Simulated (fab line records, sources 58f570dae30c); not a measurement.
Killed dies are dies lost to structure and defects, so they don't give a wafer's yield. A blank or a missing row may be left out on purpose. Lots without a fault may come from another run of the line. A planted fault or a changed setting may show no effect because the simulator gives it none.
Problem report in the 8D (eight disciplines) form, filled by code | flow berkeley_cmos170 | the parts of the form that need people (team, actions taken, sign-off) are left out

1. THE PROBLEM
NWELL_TW at UCB170_NWELL_TW_MEAS_16 reads a mean of 1403 on 6 wafers of 2 lots; wafers without a fault read 1253 with a standard deviation of 6.4. That is +23 standard deviations from the usual mean.
First seen on wafer L150.3, day 5 19:11, on film_metro-01. The record holds 42 wafers of 14 lots with a number at this step. Rule for "out", or "out of limits": more than 4 standard deviations from the usual mean. The other wafers with a number count as sound.

2. WHAT IT IS AND WHAT IT IS NOT
question                    | is                     | is not
which readings at this step | NWELL_TW               | -
which lots                  | L150, L151             | L133, L134, L136, L139, L142, L143, L145, L146, L153, L154, L155, L156
which wafers of those lots  | all that have a number | -
read on which gauges        | film_metro-01          | film_metro-02, film_metro-03
when                        | from day 5 19:11       | up to then (24 sound wafers); but 12 sound wafers of L153, L154, L155, L156 came after

3. SUSPECTS, AND WHAT RULES EACH OUT
Counting: a tool at a process step up to the reading stays a suspect if it ran every lot that is out and no sound lot after the first of them.
- the gauge at UCB170_NWELL_TW_MEAS_16: ruled out. All the wafers that are out were read on film_metro-01, but those of them that UCB170_NWELL_IMPLANT_14 has rows for are out there too, on other tools.
- implanter-02 at UCB170_NWELL_IMPLANT_14: kept. It ran every lot that is out, first L150 (day 5 18:53), and no sound lot after that; its last sound lot up to then is L146 (day 4 23:59). Its own readings are out on those wafers: dose_ions_cm2, faraday_current_uA.
Left after counting: implanter-02 at UCB170_NWELL_IMPLANT_14.

4. THE CAUSE (what the simulator had put in)
Process parameter drift: implanter-02, from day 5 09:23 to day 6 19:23, at UCB170_NWELL_IMPLANT_14. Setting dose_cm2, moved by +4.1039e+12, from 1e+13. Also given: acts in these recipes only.
Counting left only this tool.

5. THE CHAIN OF EFFECTS, in route order
Each row: a reading whose mean over the struck wafers that have a number lies more than 3 standard deviations from the usual. Only readings for which the record gives a usual standard deviation are gone through. hours: the time from each lot's start at the first step in this table that gives one to its start at this step, as a median over the lots. sigmas: the change in usual standard deviations.
hours | step                    | reading            | usual      | on struck wafers | change      | sigmas
0     | UCB170_NWELL_IMPLANT_14 | dose_ions_cm2      | 1.0002e+13 | 1.4102e+13       | +4.1002e+12 | +99 or more
0     | UCB170_NWELL_IMPLANT_14 | faraday_current_uA | 31.6       | 44.7             | +13.1       | +21
0     | UCB170_NWELL_TW_MEAS_16 | NWELL_TW           | 1253       | 1403             | +150        | +23
The process steps in it:
- UCB170_NWELL_IMPLANT_14

6. WHAT WOULD HAVE CAUGHT IT SOONER
In this record the first reading out of limits at a measuring or inspecting step was taken at day 5 19:11, 10 hours after the fault began at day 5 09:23.
The tool's own readings at UCB170_NWELL_IMPLANT_14 were out on every struck wafer that the step has a row for (dose_ions_cm2, faraday_current_uA): an alarm limit on them would have fired on the first of those.
Of the lots that are out (2), L151 began UCB170_NWELL_IMPLANT_14 on implanter-02 after day 5 19:11. A hold on the tool at that time would have spared it.
